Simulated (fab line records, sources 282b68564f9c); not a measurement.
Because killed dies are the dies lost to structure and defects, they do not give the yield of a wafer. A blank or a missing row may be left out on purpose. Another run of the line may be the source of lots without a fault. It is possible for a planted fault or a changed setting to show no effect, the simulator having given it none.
fab line records	flow rit-cmos
[record] lots = 14	wafers = 42	last-day = 7
route steps=202 shown ACTIVE@9
lots with no fault: from the same line, run without faults
start-h: start of the lot's first displayed wafer, in hours after the record's first day	wait-h: hours since the lot's step before	" as in the row above	L1.1+2: several wafers, shown together as one row	- no value present, or no start provided	* or withheld: withheld	< > ~ a bound
route shown NAME@n: NAME is a module with steps in the file, n the number in the route of the first one	usual: average and standard deviation across the fault-free wafers	same: alike in all rows	chamber/n: place in a boat	sites: the reading at each site	_std_site: standard deviation of those values	_edge_site: the outer-site mean with the inner-site mean subtracted	radius-mm: for every site, how far away it sits from the centre of the wafer	mask NAME#n: copy n	behind: the tool/chamber that last shaped the wafer	hold: the reason the lot was held/the length of the hold in hours/how it ended	device: whichever transistor did not switch (one of n, p or np)	end of line: the tests these same wafers got at the end of their route	for a step that has no rows: nothing shown but its recipe	killed: count of dies lost to structure and defects at first sort (not the wafer's yield)	map: a wafer's dies, x killed, . not, _ none there
set.NAME: setting as actually run; set.NAME@STEP: the setting as run at that earlier step	model.NAME: the simulator's own value behind a step, which no gauge read
the route's steps for a sample of lots (tables are steps, rows are wafers)
services: when a tool's chamber went out of use (start-h, in hours from the record's first day, below 0 if earlier), for how many hours, and the reason
[[steps]]
[step RIT_ACTIVE_EXPOSE_08]
[recipe] mask-id = M1	na = 0.6	source-shape = conventional	sigma-outer = 0.6	target-cd-nm = 1400	dose-mj = 225
[usual] exposure-dose-mJ-cm2 = 224.92/0.21	focus-offset-nm = 0.0/0.51
lot.wafer	tool	chamber	start-h	wait-h	mask	exposure-dose-mJ-cm2	focus-offset-nm
L331.1	iline-stepper-01	0	15.60	0.2	M1#0	225.09	-1.3
L331.2	"	0	"	"	M1#0	224.68	-0.6
L331.6	"	0	"	"	M1#0	224.81	0.5
L332.2	iline-stepper-01	0	23.85	0.1	M1#0	225.07	0.6
L332.4	"	0	"	"	M1#0	225.18	0.2
L332.6	"	0	"	"	M1#0	225.03	-0.7
L334.2	iline-stepper-01	0	31.72	0.1	M1#0	224.84	-0.5
L334.5	"	0	"	"	M1#0	225.02	-0.3
L334.6	"	0	"	"	M1#0	224.98	-0.4
L335.1	iline-stepper-01	0	42.38	7.2	M1#0	224.82	-0.1
L335.2	"	0	"	"	M1#0	224.62	-0.2
L335.6	"	0	"	"	M1#0	224.78	0.2
L336.2	iline-stepper-01	0	42.51	0.5	M1#0	224.89	0.2
L336.3	"	0	"	"	M1#0	224.72	0.2
L336.6	"	0	"	"	M1#0	224.59	0.0
L337.2	iline-stepper-02	0	44.18	0.2	M1#0	224.81	-0.4
L337.4	"	0	"	"	M1#0	224.97	-0.6
L337.5	"	0	"	"	M1#0	225.15	-0.1
L339.2	iline-stepper-02	0	54.72	0.2	M1#0	225.05	0.1
L339.3	"	0	"	"	M1#0	224.98	0.6
L339.4	"	0	"	"	M1#0	225.18	-0.9
L342.2	iline-stepper-02	0	69.21	0.2	M1#0	224.89	0.7
L342.5	"	0	"	"	M1#0	224.95	0.0
L342.6	"	0	"	"	M1#0	225.27	0.2
L343.3	iline-stepper-01	0	74.26	0.2	M1#0	224.78	0.2
L343.4	"	0	"	"	M1#0	224.84	-0.5
L343.5	"	0	"	"	M1#0	224.82	0.5
L344.4	iline-stepper-01	0	80.81	0.1	M1#0	225.20	0.1
L344.5	"	0	"	"	M1#0	225.04	0.1
L344.6	"	0	"	"	M1#0	224.92	-0.5
L345.1	iline-stepper-02	-	85.83	0.2	M1#0	-	-
L345.2	"	-	"	"	M1#0	-	-
L345.6	"	-	"	"	M1#0	-	-
L346.1	iline-stepper-01	-	89.25	0.2	M1#0	-	-
L346.2	"	-	"	"	M1#0	-	-
L346.3	"	-	"	"	M1#0	-	-
L349.1	iline-stepper-02	0	104.59	0.2	M1#0	224.95	-0.4
L349.4	"	0	"	"	M1#0	225.11	-0.7
L349.6	"	0	"	"	M1#0	225.12	-0.8
L351.1	iline-stepper-02	0	116.90	0.2	M1#0	225.12	0.6
L351.3	"	0	"	"	M1#0	224.75	0.0
L351.4	"	0	"	"	M1#0	224.68	-0.3
[[services]]
tool	chamber	start-h	hours	kind
iline-stepper-02	-	12.31	1.7	pm
iline-stepper-02	-	35.36	7.5	repair
iline-stepper-01	0	51.18	-	calibration
iline-stepper-01	-	76.63	1.7	pm
iline-stepper-02	-	110.73	1.7	repair
[[key]]
[first-sign] step = RIT_ACTIVE_EXPOSE_08	reading = tool-record	direction = missing
effect none on later readings
met-at RIT_ACTIVE_EXPOSE_08
struck-lots L345,L346
later-rows-left-out L345.1,L345.2,L345.6,L346.1,L346.2,L346.3
sort-left-out L345.1,L345.2,L345.6,L346.1,L346.2,L346.3
tester-left-out L345,L346
onset-between 80.81 85.83
[fault] kind = skipped-step-whole	tool = iline-stepper-01,iline-stepper-02	chamber = -	onset-h = 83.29	steps = RIT_ACTIVE_EXPOSE_08	scope = struck-lots-only
// tester-left-out: of these lots the tester's yield and bins aren't shown, on N5 and GAA mostly nor the transistor test; their killed dies are dies lost to structure and defects alone, not to doping, threshold or leakage, so they don't give the yield
// sort-left-out: the simulated sort isn't trusted on such a fault, so these wafers' sort isn't shown, and their yield isn't known
// later-rows-left-out: the simulator's readings of these wafers behind a module that went badly wrong aren't trusted and aren't shown, but for the sort
